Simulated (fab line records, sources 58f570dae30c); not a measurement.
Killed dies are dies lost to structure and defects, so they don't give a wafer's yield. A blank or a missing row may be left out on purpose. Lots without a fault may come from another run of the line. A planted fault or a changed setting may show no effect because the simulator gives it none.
Problem report in the 8D (eight disciplines) form, filled by code | flow berkeley_cmos170 | the parts of the form that need people (team, actions taken, sign-off) are left out

1. THE PROBLEM
run_length_s at UCB170_CONTACT_ETCH_18 reads a mean of 183.49 s on 6 wafers of 2 lots; wafers without a fault read 223.39 s with a standard deviation of 0.29. That is -99 or more standard deviations from the usual mean.
The step: etches PSG in CHF3/CF4/Ar, stops on TiSi2, target depth 840 nm, time 195 s.
First seen on wafer L388.1, day 9 02:00, on rie_diel-02. The record holds 18 wafers of 6 lots with a number at this step. Rule for "out", or "out of limits": more than 4 standard deviations from the usual mean. The other wafers with a number count as sound.

2. WHAT IT IS AND WHAT IT IS NOT
question                    | is                     | is not
which readings at this step | run_length_s           | drypump_motor_current_A, throttle_valve_pct
which lots                  | L385, L388             | L380, L392, L400, L401
which wafers of those lots  | all that have a number | -
read on which tools         | rie_diel-02            | rie_diel-03, rie_diel-04
when                        | from day 9 02:00       | up to then (3 sound wafers); but 9 sound wafers of L392, L400, L401 came after

3. SUSPECTS, AND WHAT RULES EACH OUT
Counting: a tool at a process step up to the reading stays a suspect if it ran every lot that is out and no sound lot after the first of them.
- rtp_anneal-02 at UCB170_CONTACT_RTA_08 (time 10 s): ruled out as a lasting fault. Sound lots L392, L401 ran on it after its first lot that is out, L388 (day 9 01:35).
- rie_diel-02 at UCB170_CONTACT_ETCH_17 (etches BARC in N2/H2): kept. It ran every lot that is out, first L388 (day 9 02:47), and no sound lot after that; its last sound lot up to then is L380 (day 6 23:47).
- rie_diel-02 at UCB170_CONTACT_ETCH_18 (etches PSG in CHF3/CF4/Ar, stops on TiSi2, target depth 840 nm, time 195 s): kept. It ran every lot that is out, first L388 (day 9 02:00), and no sound lot after that; its last sound lot up to then is L380 (day 6 23:00). Its own readings are out on those wafers: run_length_s.
Left after counting: rie_diel-02 at UCB170_CONTACT_ETCH_17, rie_diel-02 at UCB170_CONTACT_ETCH_18.

4. THE CAUSE (what the simulator had put in)
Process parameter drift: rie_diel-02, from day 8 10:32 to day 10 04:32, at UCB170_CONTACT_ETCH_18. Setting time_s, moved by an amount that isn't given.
Counting left 2 suspects, and this tool is among them.

5. THE CHAIN OF EFFECTS, in route order
Each row: a reading whose mean over the struck wafers that have a number lies more than 3 standard deviations from the usual. Only readings for which the record gives a usual standard deviation are gone through. hours: the time from each lot's start at the first step in this table that gives one to its start at this step, as a median over the lots. sigmas: the change in usual standard deviations.
hours | step                   | reading        | usual      | on struck wafers | change | sigmas
0     | UCB170_CONTACT_ETCH_18 | oes_product_au | 0.887 a.u. | 0.987            | +0.100 | +5.9
0     | UCB170_CONTACT_ETCH_18 | run_length_s   | 223.39 s   | 183.49           | -39.90 | -99 or more
The process steps in it:
- UCB170_CONTACT_ETCH_18: etches PSG in CHF3/CF4/Ar, stops on TiSi2, target depth 840 nm, time 195 s.

6. WHAT WOULD HAVE CAUGHT IT SOONER
In this record the first reading out of limits was taken at day 9 02:00, 15 hours after the fault began at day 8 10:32.
